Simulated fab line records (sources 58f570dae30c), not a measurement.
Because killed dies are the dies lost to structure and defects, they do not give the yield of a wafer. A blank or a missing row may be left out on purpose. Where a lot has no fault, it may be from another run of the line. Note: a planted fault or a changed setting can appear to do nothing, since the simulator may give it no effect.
Which tool is to blame? / flow berkeley_cmos170 / 42 wafers from 14 lots sampled at 3 of the route's 331 steps

== WHAT THE GAUGES READ, wafer by wafer ==
UCB170_PLDD_TW_MEAS_11. Usual: PLDD_TW 1006, standard deviation 11.
lot=L669; measured=day 7 22:22; on=film_metro-01; PLDD_TW=1007 1007 1010; flag=
lot=L667; measured=day 7 22:40; on=film_metro-03; PLDD_TW=999 995 992; flag=
lot=L668; measured=day 7 22:41; on=film_metro-01; PLDD_TW=1003 1001 1003; flag=
lot=L672; measured=day 8 13:47; on=film_metro-01; PLDD_TW=1007 1005 1010; flag=
lot=L670; measured=day 8 13:57; on=film_metro-04; PLDD_TW=957 957 959; flag=OFF
lot=L671; measured=day 8 14:14; on=film_metro-03; PLDD_TW=996 998 992; flag=
lot=L673; measured=day 8 14:30; on=film_metro-01; PLDD_TW=943 943 938; flag=OFF
lot=L682; measured=day 10 20:55; on=film_metro-03; PLDD_TW=992 995 996; flag=
lot=L684; measured=day 11 11:06; on=film_metro-03; PLDD_TW=992 996 994; flag=
lot=L683; measured=day 11 11:21; on=film_metro-01; PLDD_TW=1011 1008 997; flag=
lot=L685; measured=day 11 11:36; on=film_metro-04; PLDD_TW=1017 1019 1019; flag=
lot=L686; measured=day 11 11:42; on=film_metro-03; PLDD_TW=991 994 990; flag=
lot=L687; measured=day 11 19:02; on=film_metro-03; PLDD_TW=992 993 993; flag=
lot=L688; measured=day 11 19:35; on=film_metro-03; PLDD_TW=997 998 988; flag=

UCB170_SDANNEAL_RS_MEAS_04: measures by four-point-probe. Usual: PLDD_RS 1031.2 ohm/sq, standard deviation 2.6.
lot=L669; measured=day 8 12:14; on=film_metro-03; PLDD_RS (ohm/sq)=1032.4 1027.5 1031.6; flag=
lot=L667; measured=day 8 12:42; on=film_metro-04; PLDD_RS (ohm/sq)=1033.2 1032.5 1034.8; flag=
lot=L668; measured=day 8 12:53; on=film_metro-03; PLDD_RS (ohm/sq)=1030.1 1029.5 1028.1; flag=
lot=L672; measured=day 9 05:57; on=film_metro-01; PLDD_RS (ohm/sq)=1032.1 1033.0 1034.0; flag=
lot=L670; measured=day 9 05:48; on=film_metro-04; PLDD_RS (ohm/sq)=1222.9 1221.2 1219.6; flag=OFF
lot=L671; measured=day 9 06:36; on=film_metro-01; PLDD_RS (ohm/sq)=1028.9 1030.4 1029.7; flag=
lot=L673; measured=day 9 06:56; on=film_metro-03; PLDD_RS (ohm/sq)=1223.6 1226.4 1226.0; flag=OFF
lot=L682; measured=day 11 13:31; on=film_metro-04; PLDD_RS (ohm/sq)=1033.9 1037.1 1035.8; flag=
lot=L684; measured=day 12 04:41; on=film_metro-03; PLDD_RS (ohm/sq)=1030.7 1029.2 1025.6; flag=
lot=L683; measured=day 12 05:02; on=film_metro-04; PLDD_RS (ohm/sq)=1029.3 1027.6 1031.8; flag=
lot=L685; measured=day 12 04:56; on=film_metro-01; PLDD_RS (ohm/sq)=1030.1 1030.0 1029.6; flag=
lot=L686; measured=day 12 05:10; on=film_metro-03; PLDD_RS (ohm/sq)=1031.3 1033.7 1034.4; flag=
lot=L687; measured=day 12 07:19; on=film_metro-01; PLDD_RS (ohm/sq)=1034.2 1030.0 1032.3; flag=
lot=L688; measured=day 12 08:17; on=film_metro-01; PLDD_RS (ohm/sq)=1031.6 1031.2 1027.5; flag=

== WHAT TOOL EACH LOT RAN ON (gives the tool, then ch and the chambers of the sampled wafers, and finally the start) ==
lot=L669; UCB170_PLDD_IMPLANT_08=implanter-03 ch 0, day 7 21:58
lot=L667; UCB170_PLDD_IMPLANT_08=implanter-02 ch 0, day 7 22:14
lot=L668; UCB170_PLDD_IMPLANT_08=implanter-03 ch 0, day 7 22:17
lot=L672; UCB170_PLDD_IMPLANT_08=implanter-02 ch 0, day 8 13:24
lot=L670; UCB170_PLDD_IMPLANT_08=implanter-03 ch 0, day 8 13:33
lot=L671; UCB170_PLDD_IMPLANT_08=implanter-02 ch 0, day 8 13:50
lot=L673; UCB170_PLDD_IMPLANT_08=implanter-03 ch 0, day 8 14:06
lot=L682; UCB170_PLDD_IMPLANT_08=implanter-01 ch 0, day 10 20:33
lot=L684; UCB170_PLDD_IMPLANT_08=implanter-02 ch 0, day 11 10:42
lot=L683; UCB170_PLDD_IMPLANT_08=implanter-01 ch 0, day 11 10:58
lot=L685; UCB170_PLDD_IMPLANT_08=implanter-03 ch 0, day 11 11:14
lot=L686; UCB170_PLDD_IMPLANT_08=implanter-02 ch 0, day 11 11:18
lot=L687; UCB170_PLDD_IMPLANT_08=implanter-01 ch 0, day 11 18:40
lot=L688; UCB170_PLDD_IMPLANT_08=implanter-01 ch 0, day 11 19:11
- UCB170_PLDD_IMPLANT_08

== WHAT THE TOOLS THEMSELVES READ (means of the sampled wafers that have a number; where no wafer has one, the mark that the record gives instead) ==
UCB170_PLDD_IMPLANT_08. Usual: dose_ions_cm2 5e+13, standard deviation 5.5e+10; faraday_current_uA 155, standard deviation 7.3.
lot=L669 tool=implanter-03 dose_ions_cm2=5e+13 faraday_current_uA=159 flag=
lot=L667 tool=implanter-02 dose_ions_cm2=5e+13 faraday_current_uA=161 flag=
lot=L668 tool=implanter-03 dose_ions_cm2=5e+13 faraday_current_uA=158 flag=
lot=L672 tool=implanter-02 dose_ions_cm2=5e+13 faraday_current_uA=158 flag=
lot=L670 tool=implanter-03 dose_ions_cm2=3e+13 faraday_current_uA=97 flag=OFF
lot=L671 tool=implanter-02 dose_ions_cm2=5e+13 faraday_current_uA=160 flag=
lot=L673 tool=implanter-03 dose_ions_cm2=3e+13 faraday_current_uA=99 flag=OFF
lot=L682 tool=implanter-01 dose_ions_cm2=5e+13 faraday_current_uA=143 flag=
lot=L684 tool=implanter-02 dose_ions_cm2=5e+13 faraday_current_uA=161 flag=
lot=L683 tool=implanter-01 dose_ions_cm2=5e+13 faraday_current_uA=142 flag=
lot=L685 tool=implanter-03 dose_ions_cm2=5e+13 faraday_current_uA=161 flag=
lot=L686 tool=implanter-02 dose_ions_cm2=5e+13 faraday_current_uA=160 flag=
lot=L687 tool=implanter-01 dose_ions_cm2=5e+13 faraday_current_uA=146 flag=
lot=L688 tool=implanter-01 dose_ions_cm2=5e+13 faraday_current_uA=144 flag=

== THE ANSWER, worked out from the rows above alone ==
Rule: take the mean of a lot's wafers that have a number; if it is more than 3 standard deviations from the usual mean, the lot is off. A lot without any number at a reading at which 4 lots or more have one is off too. Where the step has rows for the other lots, those lots are counted as sound. Order of review: gauges by route order, followed by the tools' own readings, for which a lot's mean as printed above is used. The first step at which some lot is off is used, and at that step the reading that is off furthest; a lot without a number counts as furthest.
Off: at UCB170_PLDD_TW_MEAS_11 (PLDD_TW), L670, L673.
A tool fits if, at a process step before that reading, it ran every lot that is off, and no sound lot after the first of them. The gauges at UCB170_PLDD_TW_MEAS_11 aren't tried: what is off there is off at UCB170_PLDD_IMPLANT_08 too, on other tools, and a gauge's error can't cause that. None of those tried fits.

== WHAT THE SIMULATOR HAD PUT IN ==
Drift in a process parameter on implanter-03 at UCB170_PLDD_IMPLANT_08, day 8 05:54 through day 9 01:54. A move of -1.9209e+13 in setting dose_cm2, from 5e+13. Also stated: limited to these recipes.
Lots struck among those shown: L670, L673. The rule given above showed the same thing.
